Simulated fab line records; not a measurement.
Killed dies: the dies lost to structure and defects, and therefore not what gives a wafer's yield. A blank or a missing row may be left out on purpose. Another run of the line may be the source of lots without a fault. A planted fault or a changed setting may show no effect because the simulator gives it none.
Which tool did it? / flow rit_cmos / Sampling: 14 lots, 42 wafers, 4 of 202 route steps

WHAT THE GAUGES SHOWED, per wafer
RIT_NLDD_TW_MEAS_10. Usual: NLDD_TW gives 2457 (standard deviation 27).
lot=L509; measured=day 3 03:10; on=film_metro-04; NLDD_TW=2481 2482 2473; flag=
lot=L511; measured=day 3 10:10; on=film_metro-04; NLDD_TW=2482 2478 2487; flag=
lot=L513; measured=day 3 21:02; on=film_metro-03; NLDD_TW=2452 2457 2447; flag=
lot=L515; measured=day 4 04:24; on=film_metro-04; NLDD_TW=2483 2476 2480; flag=
lot=L516; measured=day 4 10:30; on=film_metro-03; NLDD_TW=2466 2471 2457; flag=
lot=L519; measured=day 5 00:40; on=film_metro-03; NLDD_TW=2451 2461 2448; flag=
lot=L522; measured=day 5 17:44; on=film_metro-01; NLDD_TW=2423 2410 2424; flag=
lot=L523; measured=day 5 21:58; on=film_metro-01; NLDD_TW=2415 2437 2409; flag=
lot=L526; measured=day 6 13:10; on=film_metro-04; NLDD_TW=2489 2487 2487; flag=
lot=L527; measured=day 6 18:02; on=film_metro-04; NLDD_TW=2491 2492 2496; flag=
lot=L528; measured=day 6 22:24; on=film_metro-03; NLDD_TW=2446 2442 2425; flag=
lot=L529; measured=day 7 02:09; on=film_metro-04; NLDD_TW=2497 2484 2488; flag=
lot=L530; measured=day 7 08:03; on=film_metro-04; NLDD_TW=2503 2495 2500; flag=
lot=L531; measured=day 7 12:28; on=film_metro-03; NLDD_TW=2454 2451 2444; flag=

RIT_SILICIDE_THK_MEAS_03: measures by xrf. Usual: SILICIDE_TI_THK gives 30.4 nm (standard deviation 0.35).
lot=L509; measured=day 3 11:52; on=film_metro-02; SILICIDE_TI_THK (nm)=30.9 30.5 31.1; flag=
lot=L511; measured=day 3 19:26; on=film_metro-04; SILICIDE_TI_THK (nm)=30.8 31.0 30.5; flag=
lot=L513; measured=day 4 05:21; on=film_metro-04; SILICIDE_TI_THK (nm)=30.5 30.4 30.1; flag=
lot=L515; measured=day 4 12:59; on=film_metro-04; SILICIDE_TI_THK (nm)=30.2 30.0 30.3; flag=
lot=L516; measured=day 4 18:47; on=film_metro-02; SILICIDE_TI_THK (nm)=31.2 31.3 30.8; flag=
lot=L519; measured=day 5 09:03; on=film_metro-01; SILICIDE_TI_THK (nm)=30.0 30.2 29.9; flag=
lot=L522; measured=day 6 02:19; on=film_metro-02; SILICIDE_TI_THK (nm)=30.1 30.5 30.7; flag=
lot=L523; measured=day 6 06:11; on=film_metro-01; SILICIDE_TI_THK (nm)=30.6 30.3 30.4; flag=
lot=L526; measured=day 6 21:41; on=film_metro-04; SILICIDE_TI_THK (nm)=30.1 30.0 30.3; flag=
lot=L527; measured=day 7 02:49; on=film_metro-02; SILICIDE_TI_THK (nm)=30.6 30.4 30.5; flag=
lot=L528; measured=day 7 06:28; on=film_metro-04; SILICIDE_TI_THK (nm)=30.0 30.1 29.8; flag=
lot=L529; measured=day 7 10:40; on=film_metro-04; SILICIDE_TI_THK (nm)=29.9 29.9 30.3; flag=
lot=L530; measured=day 7 16:30; on=film_metro-02; SILICIDE_TI_THK (nm)=30.3 30.1 30.4; flag=
lot=L531; measured=day 7 20:39; on=film_metro-02; SILICIDE_TI_THK (nm)=30.1 30.0 29.9; flag=

WHAT TOOL EACH LOT RAN ON (gives the tool, then ch and the chambers of the sampled wafers, and finally the start)
lot=L509; RIT_NRETRO_PEB_04=litho_track-02 ch 0, day 2 14:02; RIT_NLDD_STRIP_09=plasma_asher-04 ch 0,1, day 3 02:58
lot=L511; RIT_NRETRO_PEB_04=litho_track-01 ch 0, day 2 20:11; RIT_NLDD_STRIP_09=plasma_asher-04 ch 0,1, day 3 09:59
lot=L513; RIT_NRETRO_PEB_04=litho_track-02 ch 0, day 3 06:59; RIT_NLDD_STRIP_09=plasma_asher-03 ch 0,1, day 3 20:54
lot=L515; RIT_NRETRO_PEB_04=litho_track-02 ch 0, day 3 15:22; RIT_NLDD_STRIP_09=plasma_asher-03 ch 0,1, day 4 04:14
lot=L516; RIT_NRETRO_PEB_04=litho_track-01 ch 0, day 3 21:30; RIT_NLDD_STRIP_09=plasma_asher-03 ch 0,1, day 4 10:19
lot=L519; RIT_NRETRO_PEB_04=litho_track-03 ch 0, day 4 11:35; RIT_NLDD_STRIP_09=plasma_asher-03 ch 0,1, day 5 00:29
lot=L522; RIT_NRETRO_PEB_04=litho_track-03, day 5 04:34; RIT_NLDD_STRIP_09=plasma_asher-04 ch 0,1, day 5 17:34
lot=L523; RIT_NRETRO_PEB_04=litho_track-02, day 5 09:11; RIT_NLDD_STRIP_09=plasma_asher-03 ch 0,1, day 5 21:47
lot=L526; RIT_NRETRO_PEB_04=litho_track-02 ch 0, day 6 00:23; RIT_NLDD_STRIP_09=plasma_asher-03 ch 0,1, day 6 13:01
lot=L527; RIT_NRETRO_PEB_04=litho_track-03 ch 0, day 6 05:08; RIT_NLDD_STRIP_09=plasma_asher-04 ch 0,1, day 6 17:50
lot=L528; RIT_NRETRO_PEB_04=litho_track-02 ch 0, day 6 10:17; RIT_NLDD_STRIP_09=plasma_asher-02 ch 0,1, day 6 22:13
lot=L529; RIT_NRETRO_PEB_04=litho_track-02 ch 0, day 6 13:35; RIT_NLDD_STRIP_09=plasma_asher-03 ch 0,1, day 7 01:58
lot=L530; RIT_NRETRO_PEB_04=litho_track-03 ch 0, day 6 19:28; RIT_NLDD_STRIP_09=plasma_asher-02 ch 0,1, day 7 07:55
lot=L531; RIT_NRETRO_PEB_04=litho_track-03 ch 0, day 6 23:29; RIT_NLDD_STRIP_09=plasma_asher-04 ch 0,1, day 7 12:17
- RIT_NRETRO_PEB_04
- RIT_NLDD_STRIP_09: strips in O2, time 180 s.

AS READ BY THE TOOLS THEMSELVES (means over the sampled wafers that have a number; for cases with no such wafer, the mark the record gives instead)
RIT_NRETRO_PEB_04. Usual: exhaust_pa reads 45.0 Pa (standard deviation 0.86).
lot=L509; tool=litho_track-02; exhaust_pa (Pa)=45.4; flag=
lot=L511; tool=litho_track-01; exhaust_pa (Pa)=44.3; flag=
lot=L513; tool=litho_track-02; exhaust_pa (Pa)=45.5; flag=
lot=L515; tool=litho_track-02; exhaust_pa (Pa)=45.5; flag=
lot=L516; tool=litho_track-01; exhaust_pa (Pa)=44.2; flag=
lot=L519; tool=litho_track-03; exhaust_pa (Pa)=45.9; flag=
lot=L522; tool=litho_track-03; exhaust_pa (Pa)=-; flag=OFF
lot=L523; tool=litho_track-02; exhaust_pa (Pa)=-; flag=OFF
lot=L526; tool=litho_track-02; exhaust_pa (Pa)=45.8; flag=
lot=L527; tool=litho_track-03; exhaust_pa (Pa)=45.2; flag=
lot=L528; tool=litho_track-02; exhaust_pa (Pa)=45.3; flag=
lot=L529; tool=litho_track-02; exhaust_pa (Pa)=45.9; flag=
lot=L530; tool=litho_track-03; exhaust_pa (Pa)=44.2; flag=
lot=L531; tool=litho_track-03; exhaust_pa (Pa)=44.9; flag=

RIT_NLDD_STRIP_09. Usual: drypump_motor_current_A reads 5.8 A (standard deviation 0.56).
lot=L509; tool=plasma_asher-04; drypump_motor_current_A (A)=5.2; flag=
lot=L511; tool=plasma_asher-04; drypump_motor_current_A (A)=5.2; flag=
lot=L513; tool=plasma_asher-03; drypump_motor_current_A (A)=5.9; flag=
lot=L515; tool=plasma_asher-03; drypump_motor_current_A (A)=6.2; flag=
lot=L516; tool=plasma_asher-03; drypump_motor_current_A (A)=6.2; flag=
lot=L519; tool=plasma_asher-03; drypump_motor_current_A (A)=6.2; flag=
lot=L522; tool=plasma_asher-04; drypump_motor_current_A (A)=5.2; flag=
lot=L523; tool=plasma_asher-03; drypump_motor_current_A (A)=5.9; flag=
lot=L526; tool=plasma_asher-03; drypump_motor_current_A (A)=5.9; flag=
lot=L527; tool=plasma_asher-04; drypump_motor_current_A (A)=5.7; flag=
lot=L528; tool=plasma_asher-02; drypump_motor_current_A (A)=5.6; flag=
lot=L529; tool=plasma_asher-03; drypump_motor_current_A (A)=6.3; flag=
lot=L530; tool=plasma_asher-02; drypump_motor_current_A (A)=5.8; flag=
lot=L531; tool=plasma_asher-04; drypump_motor_current_A (A)=5.2; flag=

THE ANSWER, worked out from the rows above alone
Rule: take the mean of a lot's wafers that have a number; if it is more than 3 standard deviations from the usual mean, the lot is off. A lot without any number at a reading at which 4 lots or more have one is off too. Where the step has rows for the other lots, those lots are counted as sound. First the gauges in route order, then the tools' own readings, where a lot's mean is used as printed above. The first step at which some lot is off is used, and at that step the reading that is off furthest; a lot without a number counts as furthest.
Off: L522, L523 (RIT_NRETRO_PEB_04, exhaust_pa). Without a number there: L522, L523.
If a tool, at that step or one of the process steps before it, ran each lot that is off and ran no sound lot following the first of them, it fits. No candidate that was tried fits.

WHAT THE SIMULATOR HAD INSERTED
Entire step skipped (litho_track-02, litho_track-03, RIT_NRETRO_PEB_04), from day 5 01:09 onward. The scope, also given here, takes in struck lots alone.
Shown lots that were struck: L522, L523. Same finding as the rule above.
